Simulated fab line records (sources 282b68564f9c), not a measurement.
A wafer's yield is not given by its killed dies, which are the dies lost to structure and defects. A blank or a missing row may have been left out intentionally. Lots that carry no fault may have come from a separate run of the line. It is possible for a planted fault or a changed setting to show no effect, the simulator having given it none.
Problem report in the 8D (eight disciplines) form, filled by code	flow rit_cmos	the parts of the form that need people (team, actions taken, sign-off) are left out

1. WHAT WENT WRONG
NRETRO_OVL at RIT_NRETRO_OVL_MEAS_06 reads a mean of 3322.4 nm on 9 wafers of 3 lots; wafers without a fault read -1.4 nm with a standard deviation of 1.4. That is +99 or more standard deviations from the usual mean.
Seen first at day 5 06:28 on overlay-02, wafer L408.2. The record has a number at this step for 45 wafers belonging to 15 lots. Rule for "out", or "out of limits": more than 4 standard deviations from the usual mean. All remaining wafers that have a number are taken as sound.

2. WHAT THIS IS AND IS NOT
question	is	is not
which readings at this step	NRETRO_OVL	-
which lots	L408, L409, L412	L394, L395, L396, L397, L398, L399, L402, L403, L407, L411, L415, L416
which wafers of those lots	all that have a number	-
read on which gauges	overlay-01, overlay-02	-
when	from day 5 06:28	up to then (27 sound wafers); but 9 sound wafers of L411, L415, L416 came after

3. SUSPECTS, AND WHAT RULES EACH OUT
Counting: a tool at any process step up to the reading remains a suspect when it ran all the lots that are out and ran no sound lot after the first of those.
- the gauge at RIT_NRETRO_OVL_MEAS_06 is ruled out. Those wafers that are out were read across 2 gauges (overlay-01, overlay-02).
- iline_stepper-02 at RIT_NRETRO_EXPOSE_03 (exposes mask M4, target cd 43900 nm): kept. It processed each lot that is out, first L408 at day 5 06:03, and no sound lot thereafter; up to then, the last sound lot it processed was L407 at day 5 01:27.
The count leaves iline_stepper-02 at RIT_NRETRO_EXPOSE_03.

4. THE CAUSE (what the simulator had put in)
Scanner matching overlay: iline_stepper-02, from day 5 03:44 on, at RIT_NRETRO_EXPOSE_03. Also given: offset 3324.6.
Counting left only this tool.

5. SEQUENCE OF EFFECTS, ordered by route
Rows list readings where the struck wafers' mean (over those with a number) sits beyond 3 standard deviations from the usual. Scope: only readings with a usual standard deviation given in the record; hours: median across lots of the time from each lot's start at the first step in this table that gives one to its start at this step; sigmas: change in usual standard deviations.
hours	step	reading	usual	on struck wafers	change	sigmas
0	RIT_NRETRO_OVL_MEAS_06	NRETRO_OVL	-1.4 nm	3322.4	+3323.8	+99 or more
30	RIT_M1_PROBE_99	killed_at_front_end	6.7	264.0	+257.3	+95
30	RIT_M1_PROBE_99	killed_dies	6.7	264.0	+257.3	+95
30	RIT_M1_PROBE_99	killed_on_rim	1.8	70.0	+68.2	+57
Its process steps:
- RIT_M1_PROBE_99

6. HOW IT WOULD HAVE BEEN CAUGHT EARLIER
3 hours passed between the start of the fault at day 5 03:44 and the first reading out of limits at a measuring or inspecting step in this record, taken at day 5 06:28.
L409, L412, from the lots that are out (3), started RIT_NRETRO_EXPOSE_03 on iline_stepper-02 later than day 5 06:28. A hold on the tool at that time would have spared those 2.
